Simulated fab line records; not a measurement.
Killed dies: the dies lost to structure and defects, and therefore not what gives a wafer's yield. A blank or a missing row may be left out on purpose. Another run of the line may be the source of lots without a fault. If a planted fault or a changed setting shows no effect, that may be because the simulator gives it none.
Split-lot study + flow rit cmos + 23 wafers read across 5 lots, on a route 202 steps long

== ON THE SPLIT ==
At RIT_ACTIVE_CVD_03 (deposits Si3N4 from SiH2Cl2/NH3, target thk 150 nm, time 1500 s), the setting sih2cl2 flow sccm was moved away from the recipe's 60 sccm on 15 of the 23 wafers read, by -10.7% to +10.4%. For the rest of the wafers, this setting stayed at what the recipe calls for.

No step appears in the file between the split and the reading.

== THE READING ==
ACTIVE_NITRIDE_THK in nanometres, read at RIT_ACTIVE_THK_MEAS_04. A value of 149.9 nm with a standard deviation of 0.92 nm is what fault-free wafers of this fab line usually give.

| wafer  | tool, chamber at the split | sih2cl2 flow sccm as run, sccm | against the recipe | ACTIVE_NITRIDE_THK, nm | against lot-mates on the recipe |
|--------|----------------------------|--------------------------------|--------------------|------------------------|---------------------------------|
| L076.1 | -, -                       | 64.09                          | +6.8%              | 154.3                  | no lot-mate on the recipe       |
| L076.2 | -, -                       | 64.09                          | +6.8%              | 152.3                  | no lot-mate on the recipe       |
| L076.3 | -, -                       | 64.09                          | +6.8%              | 151.9                  | no lot-mate on the recipe       |
| L076.4 | -, -                       | 64.09                          | +6.8%              | 153.7                  | no lot-mate on the recipe       |
| L076.6 | -, -                       | 64.09                          | +6.8%              | 151.1                  | no lot-mate on the recipe       |
| L077.1 | -, -                       | 66.25                          | +10.4%             | 155.3                  | no lot-mate on the recipe       |
| L077.2 | -, -                       | 66.25                          | +10.4%             | 155.8                  | no lot-mate on the recipe       |
| L077.3 | -, -                       | 66.25                          | +10.4%             | 155.6                  | no lot-mate on the recipe       |
| L077.4 | -, -                       | 66.25                          | +10.4%             | 154.6                  | no lot-mate on the recipe       |
| L077.6 | -, -                       | 66.25                          | +10.4%             | 156.0                  | no lot-mate on the recipe       |
| L078.1 | -, -                       | 53.6                           | -10.7%             | 144.9                  | no lot-mate on the recipe       |
| L078.2 | -, -                       | 53.6                           | -10.7%             | 145.4                  | no lot-mate on the recipe       |
| L078.3 | -, -                       | 53.6                           | -10.7%             | 145.1                  | no lot-mate on the recipe       |
| L078.5 | -, -                       | 53.6                           | -10.7%             | 145.2                  | no lot-mate on the recipe       |
| L078.6 | -, -                       | 53.6                           | -10.7%             | 145.1                  | no lot-mate on the recipe       |
| L082.2 | -, -                       | 60                             | recipe             | 149.4                  | -                               |
| L082.3 | -, -                       | 60                             | recipe             | 149.1                  | -                               |
| L082.4 | -, -                       | 60                             | recipe             | 149.8                  | -                               |
| L082.5 | -, -                       | 60                             | recipe             | 147.7                  | -                               |
| L082.6 | -, -                       | 60                             | recipe             | 148.1                  | -                               |
| L084.1 | lpcvd-02, 1                | 60                             | recipe             | 151.2                  | -                               |
| L084.2 | lpcvd-02, 1                | 60                             | recipe             | 150.9                  | -                               |
| L084.5 | lpcvd-02, 1                | 60                             | recipe             | 150.5                  | -                               |

FIT RESULTS
A straight line over all 23 wafers: ACTIVE_NITRIDE_THK changes by +0.475 nm for each +1% of sih2cl2 flow sccm; r = +0.96; the points scatter about the line by 1.1 nm.
Too few moved wafers have a lot-mate on the recipe to fit a line with each lot's own level taken away.

== THE WHOLE CHAIN: every reading that the file lists as answering this split, in the file's order ==
| step                   | what it does                                                    | reading                                                                        | change (the file's fit)               | r (the file's) |
|------------------------|-----------------------------------------------------------------|--------------------------------------------------------------------------------|---------------------------------------|----------------|
| RIT_ACTIVE_CVD_03      | deposits Si3N4 from SiH2Cl2/NH3, target thk 150 nm, time 1500 s | Si3N4_of_ACTIVE_CVD_03.thk nm (the simulator's own value, which no gauge read) | +0.472 nm for each +1% of the setting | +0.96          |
| RIT_ACTIVE_THK_MEAS_04 |                                                                 | ACTIVE_NITRIDE_THK                                                             | +0.476 for each +1% of the setting    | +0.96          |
| RIT_FOX2_OXIDATION_00  | target thk 350.7 nm, ox time 1130 s                             | Si3N4_of_ACTIVE_CVD_03.thk nm (the simulator's own value, which no gauge read) | +0.478 nm for each +1% of the setting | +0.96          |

== THE FILE'S OWN FIT ==
ACTIVE_NITRIDE_THK changes by +0.476 nm for each +1% of sih2cl2 flow sccm, r = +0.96.
